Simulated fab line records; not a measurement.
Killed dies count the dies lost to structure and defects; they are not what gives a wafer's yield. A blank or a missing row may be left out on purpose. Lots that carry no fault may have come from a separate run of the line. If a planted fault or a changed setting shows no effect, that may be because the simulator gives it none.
Code-filled problem report in 8D (eight disciplines) form | flow rit cmos | the parts of the form that need people (team, actions taken, sign-off) are left out

## 1. THE ISSUE
Wafers without a fault read 4000 mTorr, standard deviation 4.2; chamber pressure mTorr at RIT_NLDD_STRIP_09 reads a mean of 4800 mTorr on 3 wafers belonging to 2 lots. That is +99 or more standard deviations from the usual mean.
The step: strips in O2, time 180 s.
The first sign was on wafer L235.1 at day 5 02:17, on plasma asher-02. Wafers with a number at this step in the record: 42, from 14 lots. By rule, "out" or "out of limits" means more than 4 standard deviations away from the usual mean. The other wafers with a number count as sound.

## 2. WHAT THIS IS AND IS NOT
question                    | is                     | is not
which readings at this step | chamber pressure mTorr | drypump motor current A
which lots                  | L235, L240             | L224, L226, L228, L229, L230, L231, L232, L233, L236, L237, L242, L247
which wafers of those lots  | L235.1, L235.4, L240.6 | L235.2, L240.1, L240.3
read on which tools         | plasma asher-02        | plasma asher-01, plasma asher-04
when                        | from day 5 02:17       | up to then (25 sound wafers); but 14 sound wafers of L236, L237, L240, L242, L247 came after

## 3. THE SUSPECTS, EACH WITH WHAT RULES IT OUT
Counting: any tool at a process step up to the reading remains a suspect provided it ran every lot that is out. Sound lots after the first of them don't rule it out here, since some wafers of a struck lot are sound.
- plasma asher-02 at RIT_NLDD_STRIP_09 (strips in O2, time 180 s): kept. Every lot that is out went through it, the first being L235 (day 5 02:17); the last sound lot it ran before that was L233 (day 4 15:49). Its own chamber pressure mTorr readings are out on those wafers.
- Within plasma asher-02 at RIT_NLDD_STRIP_09, the wafers that are out were processed in chamber 0 and their sound lot-mates in chamber 1.
Left after counting: plasma asher-02 at RIT_NLDD_STRIP_09.

## 4. THE CAUSE (what the simulator had put in)
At RIT_NLDD_STRIP_09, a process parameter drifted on plasma asher-02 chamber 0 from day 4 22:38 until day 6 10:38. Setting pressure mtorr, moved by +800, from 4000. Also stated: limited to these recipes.
Counting left only this tool.

## 5. SEQUENCE OF EFFECTS, ordered by route
Each row: a reading where the mean over the struck wafers with a number is more than 3 standard deviations away from the usual. Readings are gone through only where the record gives a usual standard deviation; hours: the median, over the lots, of the time from a lot's start at the first step in this table giving one to that lot's start at this step; sigmas: the change measured in usual standard deviations.
hours | step              | reading                | usual      | on struck wafers | change | sigmas
0     | RIT_NLDD_STRIP_09 | chamber pressure mTorr | 4000 mTorr | 4800             | +800   | +99 or more
The process steps in it:
- RIT_NLDD_STRIP_09: strips in O2, time 180 s.

## 6. WHAT WOULD HAVE CAUGHT IT SOONER
In this record the first reading out of limits was taken at day 5 02:17, 4 hours after the fault began at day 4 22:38.
